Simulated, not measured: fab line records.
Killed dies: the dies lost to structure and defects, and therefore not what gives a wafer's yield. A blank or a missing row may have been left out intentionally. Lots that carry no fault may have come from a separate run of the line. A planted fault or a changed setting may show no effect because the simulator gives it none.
The tool behind it: which one?	flow berkeley_cmos170	13 lots, 39 wafers sampled, at 4 steps of a route of 331

WHAT EACH GAUGE READ, for each wafer
UCB170_PWELL_OVL_MEAS_13.
lot	measured	on	PWELL_OVL (nm)
L987	day 3 06:46	overlay-01	-8 -8 -6
L989	day 3 14:17	overlay-02	10 11 14
L988	day 3 14:34	overlay-02	-4 -5 -9
L990	day 4 02:36	overlay-02	-2 3 3
L991	day 4 07:47	overlay-01	-2 8 -5
L992	day 4 07:42	overlay-02	-5 4 1
L993	day 4 07:37	overlay-01	-9 -3 6
L994	day 4 19:40	overlay-01	-10 -8 -14
L995	day 4 19:56	overlay-02	3 -4 2
L996	day 5 05:59	overlay-02	-12 -4 -4
L997	day 5 14:47	overlay-01	-7 1 -5
L104	day 7 01:09	overlay-02	-7 -2 1
L106	day 7 09:50	overlay-01	-5 -5 0

UCB170_GATE_THK_MEAS_02.
lot	measured	on	GATE_OXIDE_THK (nm)
L987	day 6 15:25	film_metro-04	6.91 6.86 6.93
L989	day 6 22:47	film_metro-01	6.35 6.40 6.39
L988	day 6 22:47	film_metro-03	6.54 6.48 6.51
L990	day 7 16:47	film_metro-03	6.61 6.54 6.37
L991	day 8 01:35	film_metro-04	6.75 6.70 6.62
L992	day 8 01:35	film_metro-03	6.79 6.83 6.78
L993	day 8 01:35	film_metro-01	6.67 6.69 6.68
L994	day 8 14:11	film_metro-01	6.51 6.58 6.56
L995	day 8 14:10	film_metro-04	6.47 6.64 6.41
L996	day 8 23:58	film_metro-03	6.69 6.63 6.59
L997	day 9 10:20	film_metro-03	6.77 6.64 6.65
L104	day 11 01:56	film_metro-04	8.50 8.65 8.56
L106	day 11 11:29	film_metro-04	8.62 8.58 8.51

UCB170_V2_BOW_MEAS_03.
lot	measured	on	V2_BOW (um)
L987	day 8 10:48	film_metro-03	52 43 36
L989	day 9 01:19	film_metro-01	34 48 31
L988	day 9 00:50	film_metro-03	37 36 36
L990	day 9 12:33	film_metro-01	35 49 34
L991	day 9 19:44	film_metro-01	41 36 30
L992	day 9 16:53	film_metro-04	38 43 41
L993	day 9 18:26	film_metro-03	44 31 36
L994	day 10 03:49	film_metro-01	30 39 29
L995	day 10 05:13	film_metro-04	30 38 40
L996	day 10 18:54	film_metro-03	34 41 44
L997	day 11 04:41	film_metro-04	28 33 36
L104	day 13 03:56	film_metro-01	36 28 38
L106	day 13 15:05	film_metro-04	41 43 42

TOOL THAT RAN EACH LOT (tool first, then ch and the chambers of the sampled wafers, then the start)
lot	UCB170_ZERO_STRIP_07
L987	plasma_asher-03 ch 0,1, day 1 21:11
L989	plasma_asher-03 ch 0,1, day 2 04:39
L988	plasma_asher-01 ch 0,1, day 2 05:06
L990	plasma_asher-04 ch 0,1, day 2 13:28
L991	plasma_asher-03 ch 0,1, day 2 19:37
L992	plasma_asher-03 ch 0,1, day 3 00:08
L993	plasma_asher-04 ch 0,1, day 3 00:23
L994	plasma_asher-03 ch 0,1, day 3 08:56
L995	plasma_asher-04 ch 0,1, day 3 09:10
L996	plasma_asher-01 ch 0,1, day 3 18:59
L997	plasma_asher-01 ch 1, day 4 01:02
L104	plasma_asher-03 ch 0,1, day 5 12:22
L106	plasma_asher-03 ch 0,1, day 5 17:12
- UCB170_ZERO_STRIP_07: strips in O2.

WHAT THE TOOLS THEMSELVES READ (means of the sampled wafers that have a number; where no wafer has one, the mark that the record gives instead)
UCB170_ZERO_STRIP_07.
lot	tool	chamber_pressure_mTorr (mTorr)	drypump_motor_current_A (A)	oes_product_au (a.u.)	strip_time_to_endpoint_s (s)
L987	plasma_asher-03	3499	5.7	0.726	21.44
L989	plasma_asher-03	3500	6.1	0.729	21.63
L988	plasma_asher-01	3501	5.5	0.729	21.43
L990	plasma_asher-04	3501	6.0	0.726	21.45
L991	plasma_asher-03	3502	5.7	0.727	21.46
L992	plasma_asher-03	3498	5.7	0.727	21.48
L993	plasma_asher-04	3502	6.0	0.724	21.44
L994	plasma_asher-03	3502	5.7	0.724	21.54
L995	plasma_asher-04	3501	5.7	0.722	21.36
L996	plasma_asher-01	3501	5.3	0.728	21.63
L997	plasma_asher-01	3500	5.7	0.728	21.39
L104	plasma_asher-03	3500	6.1	0.728	21.38
L106	plasma_asher-03	3502	5.7	0.731	21.44

THE ANSWER, worked out from the rows above alone
Rule: usual is defined by the lots themselves. The widest of any qualifying gaps counts: lots, ordered by their means at a reading, are off when they make up no more than a third of the lots, leave a main group of 4 or more, and stand apart from it by 3 or more times the standard deviation of that group's means. The tables above print the reading to a certain number of digits; a main group whose means all agree to those digits is not used. Also off: a lot with no number at a reading for which 4 or more lots have one. The other lots that the step has rows for count as sound. After the gauges, taken in route order, come the tools' own readings; for these a lot's mean is taken, as printed above. The first step at which some lot is off is used, and at that step the reading that is off furthest; a lot without a number counts as furthest.
Off: L104, L106, at UCB170_GATE_THK_MEAS_02 (GATE_OXIDE_THK). The main group has a mean of 6.62 nm with a standard deviation of 0.14.
If a tool, at a process step before that reading, ran all the lots that are off and no sound lot after the first of them, it fits. Gauges at UCB170_GATE_THK_MEAS_02: tried the same way as those tools. 2 tools fit, plasma_asher-03 at UCB170_ZERO_STRIP_07 and film_metro-04 at UCB170_GATE_THK_MEAS_02, so this cannot tell which one it is.

WHAT WAS PUT IN BY THE SIMULATOR
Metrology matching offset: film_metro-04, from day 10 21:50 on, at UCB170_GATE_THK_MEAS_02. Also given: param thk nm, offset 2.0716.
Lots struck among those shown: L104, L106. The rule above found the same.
